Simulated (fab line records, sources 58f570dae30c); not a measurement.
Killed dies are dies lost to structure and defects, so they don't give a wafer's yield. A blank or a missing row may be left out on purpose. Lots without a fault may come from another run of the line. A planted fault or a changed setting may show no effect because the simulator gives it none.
One fault seen from 2 desks | flow berkeley_cmos170 | each desk has only its own numbers; what lay behind them comes last

THE TOOL OWNER'S DESK: rie_metal-03
The tool's own readings at UCB170_M3_METAL_ETCH_18 (etches Al in Cl2/BCl3, stops on SiO2, target depth 1170 nm, time 195 s): means of the sampled wafers that have a number, for each lot that ran on this tool. A lot is out of limits, marked OUT, if its mean lies more than 4 standard deviations from the usual mean; the brackets give that distance.
Columns: A = drypump_motor_current_A at UCB170_M3_METAL_ETCH_18, usual 5.60 A; B = oes_product_au at UCB170_M3_METAL_ETCH_18, usual 0.862 a.u.; C = throttle_valve_pct at UCB170_M3_METAL_ETCH_18, usual 24.40 %
lot  | first seen here | A    | B               | C
L698 | day 8 08:42     | 6.01 | 0.858           | 24.39
L701 | day 8 16:35     | 5.92 | 0.865           | 24.58
L705 | day 9 18:49     | 6.01 | 0.860           | 24.40
L714 | day 11 15:05    | 5.92 | 0.717 (-15) OUT | 24.66
L715 | day 12 12:18    | 5.92 | 0.717 (-15) OUT | 24.65
This desk's finding: out of limits on L714, L715; first on L714, day 11 15:05 (oes_product_au at UCB170_M3_METAL_ETCH_18). In limits: L698, L701, L705.

THE METROLOGY DESK
What the gauges read, lot by lot, whatever tool the lot ran on: means of the sampled wafers that have a number. A lot is out of limits, marked OUT, if its mean lies more than 4 standard deviations from the usual mean; the brackets give that distance.
Columns: A = cd_nm at UCB170_V2_CD_MEAS_12, usual 699.5 nm; B = cd_nm at UCB170_M3_CD_MEAS_90, usual 700.1 nm
lot  | first seen here | A     | B
L696 | day 7 01:22     | 699.4 | 701.6
L697 | day 7 15:41     | 697.9 | 699.7
L698 | day 8 05:19     | 700.0 | 698.2
L700 | day 8 05:30     | 703.0 | 702.4
L701 | day 8 13:56     | 699.1 | 696.4
L704 | day 9 03:58     | 699.0 | 700.3
L705 | day 9 14:47     | 698.8 | 699.2
L710 | day 11 08:58    | 699.8 | 700.8
L714 | day 11 11:01    | 698.4 | 719.6 (+7.0) OUT
L718 | day 12 08:28    | 699.5 | 705.0
L715 | day 12 09:22    | 701.3 | 721.8 (+7.8) OUT
L716 | day 12 09:31    | 699.4 | 702.6
L717 | day 12 10:04    | 698.9 | 698.8
L719 | day 13 08:23    | 699.6 | 702.9
This desk's finding: out of limits on L714, L715; first on L714, day 11 15:21 (cd_nm at UCB170_M3_CD_MEAS_90). In limits: L696, L697, L698, L700, L701, L704, L705, L710, L718, L716, L717, L719.

PUT TOGETHER
The tool owner's desk could have raised an alarm at day 11 15:05, on L714, L715.
The metrology desk could have raised an alarm at day 11 15:21, on L714, L715.
Of the lots named, all ran UCB170_M3_METAL_ETCH_18 on rie_metal-03.

WHAT THE SIMULATOR HAD PUT IN
Process parameter drift: rie_metal-03, from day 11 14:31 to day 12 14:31, at UCB170_M3_METAL_ETCH_18. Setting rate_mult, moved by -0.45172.
Lots struck among those shown: L714, L715.
Hours from the fault's start to each desk's first reading out of limits: the tool owner's desk, 1; the metrology desk, 1.
